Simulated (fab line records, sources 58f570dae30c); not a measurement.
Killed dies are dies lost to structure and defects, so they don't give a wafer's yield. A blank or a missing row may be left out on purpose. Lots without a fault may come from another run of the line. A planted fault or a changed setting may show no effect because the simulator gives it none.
Split-lot experiment | flow berkeley_cmos170 | 5 lots, 23 wafers read, on a route of 331 steps

THE SPLIT
At UCB170_START_OXIDATION_02 (target thk 20 nm, ox time 1800 s), the setting temp_c was moved away from the recipe's 950 C on 15 of the 23 wafers read, by -1.2% to +2.5%. The other wafers ran this setting at the recipe's value.

The file shows no step between the split and the reading.

THE READING
START_OXIDE_THK, in nm, at UCB170_START_THK_MEAS_03. Fault-free wafers of this fab line usually give 19.96 nm, standard deviation 0.27 nm.

wafer  | tool, chamber at the split | temp_c as run, C | against the recipe | START_OXIDE_THK, nm | against lot-mates on the recipe
L075.1 | -, -                       | 938.8            | -1.2%              | 17.68               | no lot-mate on the recipe
L075.2 | -, -                       | 938.8            | -1.2%              | 17.36               | no lot-mate on the recipe
L075.3 | -, -                       | 938.8            | -1.2%              | 17.76               | no lot-mate on the recipe
L075.5 | -, -                       | 938.8            | -1.2%              | 17.63               | no lot-mate on the recipe
L075.6 | -, -                       | 938.8            | -1.2%              | 17.57               | no lot-mate on the recipe
L079.1 | -, -                       | 950              | recipe             | 19.96               | -
L079.2 | -, -                       | 950              | recipe             | 19.95               | -
L079.3 | -, -                       | 950              | recipe             | 20.16               | -
L079.5 | -, -                       | 950              | recipe             | 20.15               | -
L079.6 | -, -                       | 950              | recipe             | 19.96               | -
L080.1 | -, -                       | 968.7            | +2.0%              | 23.54               | no lot-mate on the recipe
L080.3 | -, -                       | 968.7            | +2.0%              | 23.22               | no lot-mate on the recipe
L080.4 | -, -                       | 968.7            | +2.0%              | 23.76               | no lot-mate on the recipe
L080.5 | -, -                       | 968.7            | +2.0%              | 23.56               | no lot-mate on the recipe
L080.6 | -, -                       | 968.7            | +2.0%              | 23.74               | no lot-mate on the recipe
L082.2 | furnace-02, 0              | 950              | recipe             | 20.23               | -
L082.3 | furnace-02, 0              | 950              | recipe             | 19.89               | -
L082.6 | furnace-02, 0              | 950              | recipe             | 19.95               | -
L085.1 | -, -                       | 974.1            | +2.5%              | 25.03               | no lot-mate on the recipe
L085.2 | -, -                       | 974.1            | +2.5%              | 24.80               | no lot-mate on the recipe
L085.3 | -, -                       | 974.1            | +2.5%              | 24.98               | no lot-mate on the recipe
L085.4 | -, -                       | 974.1            | +2.5%              | 24.99               | no lot-mate on the recipe
L085.5 | -, -                       | 974.1            | +2.5%              | 24.73               | no lot-mate on the recipe

THE FIT
A straight line over all 23 wafers: START_OXIDE_THK changes by +1.92 nm for each +1% of temp_c; r = +1.00; the points scatter about the line by 0.19 nm.
Too few moved wafers have a lot-mate on the recipe to fit a line with each lot's own level taken away.

THE WHOLE CHAIN: every reading that the file lists as answering this split, in the file's order
step                      | what it does                     | reading                                                                            | change (the file's fit)              | r (the file's)
UCB170_START_OXIDATION_02 | target thk 20 nm, ox time 1800 s | SiO2_of_START_OXIDATION_02.thk_nm (the simulator's own value, which no gauge read) | +1.92 nm for each +1% of the setting | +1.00
UCB170_START_THK_MEAS_03  |                                  | START_OXIDE_THK                                                                    | +1.92 for each +1% of the setting    | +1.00

THE FILE'S OWN FIT
START_OXIDE_THK changes by +1.92 nm for each +1% of temp_c, r = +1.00.
